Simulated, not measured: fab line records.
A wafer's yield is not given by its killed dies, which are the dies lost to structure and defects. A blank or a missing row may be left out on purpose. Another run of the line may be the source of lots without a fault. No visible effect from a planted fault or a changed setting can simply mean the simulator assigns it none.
Split-lot experiment :: flow berkeley_cmos170 :: 23 wafers read across 5 lots, on a route 331 steps long

ABOUT THE SPLIT
At UCB170_V1_CVD_00 (deposits SiO2 from TEOS/O2, target thk 2000 nm, time 250 s), the setting time_s was moved away from the recipe's 250 s on 10 of the 23 wafers read, by -14.1% to +11.7%. The other wafers ran this setting at the recipe's value.

The file shows no step between the split and the reading.

THE READING
V1_TEOS_THK, in nm, at UCB170_V1_THK_MEAS_01. A value of 2006 nm with a standard deviation of 29 nm is what fault-free wafers of this fab line usually give.

wafer: L074.1
tool, chamber at the split: pecvd-02, 1
time_s as run, s: 228.5
against the recipe: -8.6%
V1_TEOS_THK, nm: 1761
against lot-mates on the recipe: -273

wafer: L074.2
tool, chamber at the split: pecvd-02, 2
time_s as run, s: 250
against the recipe: recipe
V1_TEOS_THK, nm: 2011
against lot-mates on the recipe: -

wafer: L074.3
tool, chamber at the split: pecvd-02, 0
time_s as run, s: 228.5
against the recipe: -8.6%
V1_TEOS_THK, nm: 1821
against lot-mates on the recipe: -213

wafer: L074.5
tool, chamber at the split: pecvd-02, 2
time_s as run, s: 250
against the recipe: recipe
V1_TEOS_THK, nm: 2057
against lot-mates on the recipe: -

wafer: L074.6
tool, chamber at the split: pecvd-02, 1
time_s as run, s: 228.5
against the recipe: -8.6%
V1_TEOS_THK, nm: 1811
against lot-mates on the recipe: -223

wafer: L076.2
tool, chamber at the split: pecvd-01, 2
time_s as run, s: 214.8
against the recipe: -14.1%
V1_TEOS_THK, nm: 1685
against lot-mates on the recipe: -317

wafer: L076.3
tool, chamber at the split: pecvd-01, 1
time_s as run, s: 250
against the recipe: recipe
V1_TEOS_THK, nm: 1979
against lot-mates on the recipe: -

wafer: L076.4
tool, chamber at the split: pecvd-01, 0
time_s as run, s: 214.8
against the recipe: -14.1%
V1_TEOS_THK, nm: 1773
against lot-mates on the recipe: -229

wafer: L076.5
tool, chamber at the split: pecvd-01, 2,1
time_s as run, s: 250
against the recipe: recipe
V1_TEOS_THK, nm: 2013
against lot-mates on the recipe: -

wafer: L076.6
tool, chamber at the split: pecvd-01, 2,1
time_s as run, s: 250
against the recipe: recipe
V1_TEOS_THK, nm: 2013
against lot-mates on the recipe: -

wafer: L078.1
tool, chamber at the split: pecvd-01, 0
time_s as run, s: 250
against the recipe: recipe
V1_TEOS_THK, nm: 2040
against lot-mates on the recipe: -

wafer: L078.2
tool, chamber at the split: pecvd-01, 2
time_s as run, s: 250
against the recipe: recipe
V1_TEOS_THK, nm: 2019
against lot-mates on the recipe: -

wafer: L078.4
tool, chamber at the split: pecvd-01, 1
time_s as run, s: 272
against the recipe: +8.8%
V1_TEOS_THK, nm: 2203
against lot-mates on the recipe: +174

wafer: L078.5
tool, chamber at the split: pecvd-01, 2
time_s as run, s: 272
against the recipe: +8.8%
V1_TEOS_THK, nm: 2198
against lot-mates on the recipe: +168

wafer: L078.6
tool, chamber at the split: pecvd-01, 0
time_s as run, s: 272
against the recipe: +8.8%
V1_TEOS_THK, nm: 2203
against lot-mates on the recipe: +174

wafer: L081.1
tool, chamber at the split: pecvd-01, 2
time_s as run, s: 250
against the recipe: recipe
V1_TEOS_THK, nm: 1991
against lot-mates on the recipe: -

wafer: L081.2
tool, chamber at the split: pecvd-01, 1
time_s as run, s: 250
against the recipe: recipe
V1_TEOS_THK, nm: 1986
against lot-mates on the recipe: -

wafer: L081.3
tool, chamber at the split: pecvd-01, 0
time_s as run, s: 250
against the recipe: recipe
V1_TEOS_THK, nm: 2015
against lot-mates on the recipe: -

wafer: L081.5
tool, chamber at the split: pecvd-01, 0
time_s as run, s: 279.2
against the recipe: +11.7%
V1_TEOS_THK, nm: 2260
against lot-mates on the recipe: +263

wafer: L081.6
tool, chamber at the split: pecvd-01, 1
time_s as run, s: 279.2
against the recipe: +11.7%
V1_TEOS_THK, nm: 2233
against lot-mates on the recipe: +236

wafer: L082.2
tool, chamber at the split: pecvd-04, 2
time_s as run, s: 250
against the recipe: recipe
V1_TEOS_THK, nm: 1966
against lot-mates on the recipe: -

wafer: L082.4
tool, chamber at the split: pecvd-04, 0
time_s as run, s: 250
against the recipe: recipe
V1_TEOS_THK, nm: 2028
against lot-mates on the recipe: -

wafer: L082.6
tool, chamber at the split: pecvd-04, 2
time_s as run, s: 250
against the recipe: recipe
V1_TEOS_THK, nm: 2019
against lot-mates on the recipe: -
If several chambers appear in one row, that row covers several wafers at once and the file leaves open which wafer was in which chamber.

FIT RESULTS
A straight line over all 23 wafers: V1_TEOS_THK changes by +21.3 nm for each +1% of time_s; r = +0.98; the points scatter about the line by 29 nm.
The same after taking each lot's own level away (the mean of its wafers on the recipe; 23 wafers): +21.5 nm for each +1%; r = +0.98; scatter 31 nm.
The reading moves by 3e+02 nm for the largest change in time_s, on that fit.
The lots' own levels span 1997.3 to 2034.0 nm, that is 1.3 times the standard deviation above.
The two slopes agree, so the slope changes little with the lot-to-lot level.
Check: with one of the wafers moved furthest among these (-14.1%) left out of the fit, the line predicts -306 nm for it against its lot-mates. Against them it came out at -317 nm.

OTHER SPLITS ON THESE WAFERS
Note: prior to the reading, these wafers also went through further splits. Each is held against what the fit with the lots' levels taken away leaves over:
other split on the same wafers: UCB170_GATE_EXPOSE_09 dose_mj
wafers away from the commonest value: 8
r with V1_TEOS_THK (lot level and that fit taken away): -0.12

other split on the same wafers: UCB170_NLDD_IMPLANT_08 dose_cm2
wafers away from the commonest value: 12
r with V1_TEOS_THK (lot level and that fit taken away): -0.08

other split on the same wafers: UCB170_PSD_PEB_04 peb_temp_c
wafers away from the commonest value: 9
r with V1_TEOS_THK (lot level and that fit taken away): -0.11

other split on the same wafers: UCB170_NSD_PEB_04 peb_temp_c
wafers away from the commonest value: 5
r with V1_TEOS_THK (lot level and that fit taken away): +0.01

other split on the same wafers: UCB170_NSD_DEVELOP_05 dev_temp_c
wafers away from the commonest value: 11
r with V1_TEOS_THK (lot level and that fit taken away): +0.37

other split on the same wafers: UCB170_SILICIDE_SPUTTER_01 power_w
wafers away from the commonest value: 10
r with V1_TEOS_THK (lot level and that fit taken away): -0.52

other split on the same wafers: UCB170_CONTACT_COAT_04 spin_rpm
wafers away from the commonest value: 6
r with V1_TEOS_THK (lot level and that fit taken away): +0.12

THE WHOLE CHAIN: every reading that the file lists as answering this split, in the file's order
step: UCB170_V1_CVD_00
what it does: deposits SiO2 from TEOS/O2, target thk 2000 nm, time 250 s
reading: SiO2_of_V1_CVD_00.thk_nm (the simulator's own value, which no gauge read)
change (the file's fit): +21.2 nm for each +1% of the setting
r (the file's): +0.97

step: UCB170_V1_THK_MEAS_01
what it does: 
reading: V1_TEOS_THK
change (the file's fit): +21.2 for each +1% of the setting
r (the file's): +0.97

FILE'S OWN FIT
V1_TEOS_THK changes by +21.2 nm for each +1% of time_s, r = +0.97.
